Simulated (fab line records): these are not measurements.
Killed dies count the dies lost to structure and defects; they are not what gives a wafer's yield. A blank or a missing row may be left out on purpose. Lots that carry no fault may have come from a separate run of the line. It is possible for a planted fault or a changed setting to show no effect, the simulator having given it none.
Chamber matching ; flow berkeley_cmos170 ; UCB170_GATE_ETCH_15 on rie_si-01 has 4 sister chambers
The step etches poly-Si in HBr/Cl2, stops on SiO2, time 56.3 s, target depth 278.2 nm. 18 wafers are shown with their chamber, then 9 later ones without.

## WAFERS, EACH WITH ITS CHAMBER
wafer;chamber;throttle_valve_pct (%);drypump_motor_current_A (A);oes_product_au (a.u.)
L997.2;1;26.84;5.78;0.830
L997.4;2;26.22;5.67;0.848
L997.5;0;26.38;5.40;0.824
L998.2;0;26.39;5.43;0.818
L998.5;1;26.84;5.76;0.835
L998.6;2;26.23;5.65;0.846
L100.1;0;26.38;5.43;0.814
L100.2;2;26.22;5.68;0.846
L100.3;3;26.23;5.96;0.830
L106.2;0;26.37;5.41;0.820
L106.4;2;26.22;5.68;0.850
L106.6;2;26.22;5.67;0.833
L104.1;1;26.83;5.77;0.810
L104.2;3;26.25;6.00;0.824
L104.6;3;26.23;6.00;0.838
L102.1;3;26.23;5.98;0.827
L102.3;1;26.83;5.75;0.819
L102.4;2;26.21;5.69;0.838

SIGNATURES, as means of the wafers listed above
reading;chamber 0;chamber 1;chamber 2;chamber 3;scatter within a chamber
throttle_valve_pct;26.3800;26.8350;26.2200;26.2350;0.00756
drypump_motor_current_A;5.4175;5.7650;5.6733;5.9850;0.0151
oes_product_au;0.81900;0.82350;0.84350;0.82975;0.00734
Rule: a wafer lies at a distance from a chamber equal to the root of the sum of squares, over the readings, of (its reading less the chamber's mean, divided by the reading's scatter). If the next closest chamber is less than 2 further off than the closest, the wafer can't be placed; otherwise it belongs to the closest. The scatter is the square root of a quotient: the sum, over the shown wafers, of each reading's squared deviation from its chamber's mean, divided by wafers minus chambers.

## WAFERS MISSING THEIR CHAMBER
wafer;throttle_valve_pct (%);drypump_motor_current_A (A);oes_product_au (a.u.)
L111.1;26.22;5.66;0.845
L111.3;26.38;5.40;0.807
L111.6;26.24;5.93;0.836
L116.1;26.38;5.43;0.813
L116.2;26.22;5.98;0.848
L116.4;26.83;5.77;0.822
L115.1;26.37;5.40;0.821
L115.3;26.05;5.67;0.829
L115.5;26.22;5.89;0.845

## CHAMBER TAKEN BY EACH
wafer;from the rows above;in truth
L111.1;2;2
L111.3;0;0
L111.6;3;3
L116.1;0;0
L116.2;3;3
L116.4;1;1
L115.1;0;0
L115.3;2;2
L115.5;3;3
Placed correctly: 9 of 9. Left unplaced by these rows: 0. 0 placed wrongly.
